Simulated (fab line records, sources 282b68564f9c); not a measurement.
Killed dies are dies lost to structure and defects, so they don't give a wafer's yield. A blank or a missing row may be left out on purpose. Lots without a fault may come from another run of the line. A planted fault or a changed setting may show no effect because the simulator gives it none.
Which tool did it? | flow rit_cmos | 14 lots, 42 wafers sampled, at 2 steps of a route of 202

WHAT THE GAUGES READ, wafer by wafer
RIT_ACTIVE_THK_MEAS_02. Usual: ACTIVE_OXIDE_THK 47.4 nm, standard deviation 0.99.
lot  | measured    | on            | ACTIVE_OXIDE_THK (nm) | flag
L723 | day 1 14:17 | film_metro-01 | 49.3 49.6 49.3        |
L724 | day 1 17:17 | film_metro-01 | 47.1 47.3 47.2        |
L725 | day 1 22:05 | film_metro-04 | 46.6 46.1 46.1        |
L726 | day 2 03:03 | film_metro-03 | 47.6 47.8 47.6        |
L727 | day 2 08:03 | film_metro-01 | 45.9 45.7 45.8        |
L728 | day 2 13:05 | film_metro-03 | 47.4 47.4 47.5        |
L729 | day 2 18:03 | film_metro-04 | 47.6 47.3 47.8        |
L730 | day 3 01:09 | film_metro-04 | 48.9 49.0 48.6        |
L731 | day 3 04:05 | film_metro-01 | 46.2 46.6 46.8        |
L735 | day 4 00:04 | film_metro-03 | 51.0 51.8 51.4        | OFF
L738 | day 4 15:03 | film_metro-03 | 51.6 51.0 50.7        | OFF
L741 | day 5 06:03 | film_metro-03 | 50.4 50.9 51.4        | OFF
L743 | day 5 17:11 | film_metro-01 | 45.5 45.6 45.1        |
L744 | day 5 21:58 | film_metro-01 | 46.0 46.0 45.3        |

WHICH TOOL RAN EACH LOT (tool, then ch and the chambers of the sampled wafers, then the start)
lot  | RIT_ACTIVE_OXIDATION_01
L723 | furnace-01 ch 0, day 1 12:20
L724 | furnace-01 ch 0, day 1 15:21
L725 | furnace-04 ch 0, day 1 20:07
L726 | furnace-01 ch 0, day 2 01:07
L727 | furnace-03 ch 0, day 2 06:07
L728 | furnace-04 ch 0, day 2 11:07
L729 | furnace-04 ch 0, day 2 16:07
L730 | furnace-01 ch 0, day 2 23:13
L731 | furnace-03 ch 0, day 3 02:07
L735 | furnace-01 ch 0, day 3 22:07
L738 | furnace-01 ch 0, day 4 13:07
L741 | furnace-01 ch 0, day 5 04:07
L743 | furnace-04 ch 0, day 5 15:14
L744 | furnace-04 ch 0, day 5 20:02
- RIT_ACTIVE_OXIDATION_01: target thk 46.8 nm, ox time 3360 s.

WHAT THE TOOLS THEMSELVES READ (means of the sampled wafers that have a number; where no wafer has one, the mark that the record gives instead)
RIT_ACTIVE_OXIDATION_01. Usual: spike_tc_centre_C 1002.0 C, standard deviation 1.4; zone_power_centre_pct 45.5 %, standard deviation 0.66.
lot  | tool       | spike_tc_centre_C (C) | zone_power_centre_pct (%) | flag
L723 | furnace-01 | 1000.8                | 45.3                      |
L724 | furnace-01 | 1000.5                | 44.8                      |
L725 | furnace-04 | 1002.5                | 45.7                      |
L726 | furnace-01 | 1002.1                | 45.7                      |
L727 | furnace-03 | 1002.7                | 45.8                      |
L728 | furnace-04 | 1003.4                | 46.0                      |
L729 | furnace-04 | 1003.3                | 46.0                      |
L730 | furnace-01 | 1000.0                | 44.8                      |
L731 | furnace-03 | 1002.4                | 45.6                      |
L735 | furnace-01 | 1001.6                | 44.8                      |
L738 | furnace-01 | 1000.5                | 45.3                      |
L741 | furnace-01 | 999.7                 | 45.7                      |
L743 | furnace-04 | 1001.5                | 46.1                      |
L744 | furnace-04 | 1002.6                | 46.0                      |

THE ANSWER, worked out from the rows above alone
Rule: a lot is off if the mean of its wafers that have a number lies more than 3 standard deviations from the usual mean. A lot without any number at a reading at which 4 lots or more have one is off too. The other lots that the step has rows for count as sound. The gauges are gone through in route order, then the tools' own readings, and for those a lot's mean is taken as printed above. The first step at which some lot is off is used, and at that step the reading that is off furthest; a lot without a number counts as furthest.
Off: L735, L738, L741, at RIT_ACTIVE_THK_MEAS_02 (ACTIVE_OXIDE_THK).
A tool fits if, at a process step before that reading, it ran every lot that is off, and no sound lot after the first of them. The gauges at RIT_ACTIVE_THK_MEAS_02 are tried like those tools. Can't be told from this: 2 tools fit, furnace-01 at RIT_ACTIVE_OXIDATION_01, film_metro-03 at RIT_ACTIVE_THK_MEAS_02.

WHAT THE SIMULATOR HAD PUT IN
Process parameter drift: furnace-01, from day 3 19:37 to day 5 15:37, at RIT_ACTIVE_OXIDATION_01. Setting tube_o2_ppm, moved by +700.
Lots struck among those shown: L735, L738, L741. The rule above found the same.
